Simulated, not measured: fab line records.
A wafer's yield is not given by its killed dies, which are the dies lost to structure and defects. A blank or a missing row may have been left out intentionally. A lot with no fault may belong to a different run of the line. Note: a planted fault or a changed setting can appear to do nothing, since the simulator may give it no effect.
Which tool was responsible? :: flow berkeley cmos170 :: 15 lots, 45 wafers sampled, at 5 steps of a route of 331

== WHAT EACH GAUGE READ, for each wafer ==
UCB170_V1_OVL_MEAS_13.
lot: L489
measured: day 9 11:33
on: overlay-01
V1_OVL (nm): 9 8 2

lot: L488
measured: day 9 12:23
on: overlay-02
V1_OVL (nm): 3 4 6

lot: L490
measured: day 9 12:52
on: overlay-01
V1_OVL (nm): 6 5 1

lot: L498
measured: day 10 05:41
on: overlay-02
V1_OVL (nm): -6 -5 -7

lot: L500
measured: day 10 18:01
on: overlay-02
V1_OVL (nm): 7 1 6

lot: L501
measured: day 10 19:43
on: overlay-02
V1_OVL (nm): -1 -4 2

lot: L502
measured: day 11 16:06
on: overlay-01
V1_OVL (nm): -3 1 1

lot: L505
measured: day 12 03:12
on: overlay-02
V1_OVL (nm): 7 1 -4

lot: L508
measured: day 12 03:25
on: overlay-01
V1_OVL (nm): -4 0 1

lot: L507
measured: day 12 03:38
on: overlay-02
V1_OVL (nm): -2 3 1

lot: L506
measured: day 12 03:53
on: overlay-01
V1_OVL (nm): -2 1 -10

lot: L504
measured: day 12 04:10
on: overlay-02
V1_OVL (nm): 11 10 5

lot: L510
measured: day 13 03:20
on: overlay-01
V1_OVL (nm): 6 -3 -1

lot: L511
measured: day 13 04:37
on: overlay-02
V1_OVL (nm): 4 2 -3

lot: L509
measured: day 13 04:58
on: overlay-02
V1_OVL (nm): -7 -4 -4

UCB170_M2_CD_MEAS_90 targets a cd of 700 nm.
lot: L489
measured: day 9 16:34
on: cd sem-01
cd nm (nm): 696.4 695.8 702.8

lot: L488
measured: day 9 17:28
on: cd sem-02
cd nm (nm): 701.3 699.8 700.0

lot: L490
measured: day 9 17:32
on: cd sem-01
cd nm (nm): 700.9 707.5 699.7

lot: L498
measured: day 10 08:44
on: cd sem-01
cd nm (nm): 697.1 695.6 700.6

lot: L500
measured: day 10 21:39
on: cd sem-02
cd nm (nm): 701.6 698.5 698.5

lot: L501
measured: day 10 23:10
on: cd sem-02
cd nm (nm): 697.7 696.2 700.3

lot: L502
measured: day 11 19:14
on: cd sem-02
cd nm (nm): 702.6 701.0 701.7

lot: L505
measured: day 12 06:44
on: cd sem-01
cd nm (nm): 700.6 698.5 702.2

lot: L508
measured: day 12 06:53
on: cd sem-02
cd nm (nm): 701.7 697.9 705.3

lot: L507
measured: day 12 07:15
on: cd sem-01
cd nm (nm): 703.9 700.6 700.7

lot: L506
measured: day 12 07:13
on: cd sem-02
cd nm (nm): 704.5 698.9 700.7

lot: L504
measured: day 12 07:25
on: cd sem-02
cd nm (nm): 697.8 703.3 694.5

lot: L510
measured: day 13 06:40
on: cd sem-02
cd nm (nm): 700.6 698.5 703.6

lot: L511
measured: day 13 07:40
on: cd sem-01
cd nm (nm): 700.3 698.3 703.0

lot: L509
measured: day 13 08:19
on: cd sem-02
cd nm (nm): 702.2 705.2 701.3

UCB170_V2_THK_MEAS_01.
lot: L489
measured: day 9 17:09
on: film metro-04
V2_TEOS_THK (nm): 3904 3912 3979

lot: L488
measured: day 9 18:07
on: film metro-03
V2_TEOS_THK (nm): 3894 3943 3999

lot: L490
measured: day 9 18:08
on: film metro-04
V2_TEOS_THK (nm): 3965 3994 4059

lot: L498
measured: day 10 09:01
on: film metro-03
V2_TEOS_THK (nm): 1994 2034 2039

lot: L500
measured: day 10 21:55
on: film metro-03
V2_TEOS_THK (nm): 2008 2007 1998

lot: L501
measured: day 10 23:27
on: film metro-03
V2_TEOS_THK (nm): 1960 1980 1990

lot: L502
measured: day 11 19:30
on: film metro-02
V2_TEOS_THK (nm): 2027 2004 2034

lot: L505
measured: day 12 07:01
on: film metro-02
V2_TEOS_THK (nm): 1968 2004 2029

lot: L508
measured: day 12 07:08
on: film metro-04
V2_TEOS_THK (nm): 1973 1991 1991

lot: L507
measured: day 12 07:33
on: film metro-02
V2_TEOS_THK (nm): 1995 2034 2011

lot: L506
measured: day 12 07:29
on: film metro-04
V2_TEOS_THK (nm): 1974 2002 2015

lot: L504
measured: day 12 07:44
on: film metro-04
V2_TEOS_THK (nm): 1984 1950 1997

lot: L510
measured: day 13 06:56
on: film metro-04
V2_TEOS_THK (nm): 1977 1980 2018

lot: L511
measured: day 13 07:56
on: film metro-03
V2_TEOS_THK (nm): 2007 2001 2036

lot: L509
measured: day 13 08:36
on: film metro-03
V2_TEOS_THK (nm): 1957 1987 1992

UCB170_V2_CD_MEAS_12 targets a cd of 700 nm.
lot: L489
measured: day 9 18:56
on: cd sem-01
cd nm (nm): 701.5 701.2 700.6

lot: L488
measured: day 9 20:29
on: cd sem-01
cd nm (nm): 699.6 698.8 699.2

lot: L490
measured: day 9 20:37
on: cd sem-01
cd nm (nm): 699.3 700.6 700.7

lot: L498
measured: day 10 10:46
on: cd sem-02
cd nm (nm): 698.3 698.8 697.8

lot: L500
measured: day 10 23:30
on: cd sem-02
cd nm (nm): 699.9 699.3 699.6

lot: L501
measured: day 11 02:06
on: cd sem-02
cd nm (nm): 701.5 703.8 702.9

lot: L502
measured: day 11 21:52
on: cd sem-02
cd nm (nm): 700.6 699.4 700.4

lot: L505
measured: day 12 08:34
on: cd sem-02
cd nm (nm): 700.0 699.8 699.9

lot: L508
measured: day 12 12:25
on: cd sem-02
cd nm (nm): 697.5 697.0 696.9

lot: L507
measured: day 12 12:48
on: cd sem-02
cd nm (nm): 700.5 699.8 700.0

lot: L506
measured: day 12 12:37
on: cd sem-01
cd nm (nm): 700.3 701.4 699.4

lot: L504
measured: day 12 13:02
on: cd sem-01
cd nm (nm): 701.1 700.6 702.3

lot: L510
measured: day 13 08:46
on: cd sem-01
cd nm (nm): 698.6 698.9 697.7

lot: L511
measured: day 13 10:01
on: cd sem-02
cd nm (nm): 700.7 700.0 701.9

lot: L509
measured: day 13 10:29
on: cd sem-01
cd nm (nm): 701.5 700.7 701.5

== EACH LOT AND THE TOOL THAT RAN IT (in order: tool; ch and the chambers of the sampled wafers; start) ==
lot: L489
UCB170_V2_CVD_00: pecvd-03 ch 1,2, day 9 16:40

lot: L488
UCB170_V2_CVD_00: pecvd-01 ch 0,2, day 9 17:34

lot: L490
UCB170_V2_CVD_00: pecvd-03 ch 0,2, day 9 17:40

lot: L498
UCB170_V2_CVD_00: pecvd-03 ch 0,2, day 10 08:52

lot: L500
UCB170_V2_CVD_00: pecvd-02 ch 1,2, day 10 21:44

lot: L501
UCB170_V2_CVD_00: pecvd-03 ch 0,1, day 10 23:17

lot: L502
UCB170_V2_CVD_00: pecvd-02 ch 0,1,2, day 11 19:21

lot: L505
UCB170_V2_CVD_00: pecvd-02 ch 0,1, day 12 06:51

lot: L508
UCB170_V2_CVD_00: pecvd-01 ch 0,1,2, day 12 06:58

lot: L507
UCB170_V2_CVD_00: pecvd-02 ch 0,2, day 12 07:22

lot: L506
UCB170_V2_CVD_00: pecvd-03 ch 0,1, day 12 07:20

lot: L504
UCB170_V2_CVD_00: pecvd-01 ch 0,1, day 12 07:31

lot: L510
UCB170_V2_CVD_00: pecvd-02 ch 0,1,2, day 13 06:45

lot: L511
UCB170_V2_CVD_00: pecvd-03 ch 0,2, day 13 07:46

lot: L509
UCB170_V2_CVD_00: pecvd-01 ch 0,2, day 13 08:26
- UCB170_V2_CVD_00: deposits SiO2 from TEOS/O2, target thk 2000 nm, time 250 s.

== AS READ BY THE TOOLS THEMSELVES (means over the sampled wafers that have a number; for cases with no such wafer, the mark the record gives instead) ==
UCB170_V2_CVD_00.
lot: L489
tool: pecvd-03
heater power w (W): 270

lot: L488
tool: pecvd-01
heater power w (W): 272

lot: L490
tool: pecvd-03
heater power w (W): 283

lot: L498
tool: pecvd-03
heater power w (W): 290

lot: L500
tool: pecvd-02
heater power w (W): 308

lot: L501
tool: pecvd-03
heater power w (W): 224

lot: L502
tool: pecvd-02
heater power w (W): 287

lot: L505
tool: pecvd-02
heater power w (W): 255

lot: L508
tool: pecvd-01
heater power w (W): 273

lot: L507
tool: pecvd-02
heater power w (W): 259

lot: L506
tool: pecvd-03
heater power w (W): 249

lot: L504
tool: pecvd-01
heater power w (W): 291

lot: L510
tool: pecvd-02
heater power w (W): 229

lot: L511
tool: pecvd-03
heater power w (W): 305

lot: L509
tool: pecvd-01
heater power w (W): 259

== THE ANSWER, worked out from the rows above alone ==
Rule: the usual values come from the lots themselves. The widest of any qualifying gaps counts: lots, ordered by their means at a reading, are off when they make up no more than a third of the lots, leave a main group of 4 or more, and stand apart from it by 3 or more times the standard deviation of that group's means. If all means in a main group match to the digits the tables above print for the reading, that group is not used. A lot without any number at a reading at which 4 lots or more have one is off too. The other lots that the step has rows for count as sound. First the gauges in route order, then the tools' own readings, where a lot's mean is used as printed above. At the first step where some lot is off, the reading lying furthest off is the one used; lots without a number count as furthest.
Off: at UCB170_V2_THK_MEAS_01 (V2_TEOS_THK), L489, L488, L490. The main group has a mean of 1999 nm with a standard deviation of 16.
If a tool, at a process step before that reading, ran all the lots that are off and no sound lot after the first of them, it fits. The gauges at UCB170_V2_THK_MEAS_01 are tried like those tools. Not one of the candidates tried fits.

== WHAT THE SIMULATOR HAD INSERTED ==
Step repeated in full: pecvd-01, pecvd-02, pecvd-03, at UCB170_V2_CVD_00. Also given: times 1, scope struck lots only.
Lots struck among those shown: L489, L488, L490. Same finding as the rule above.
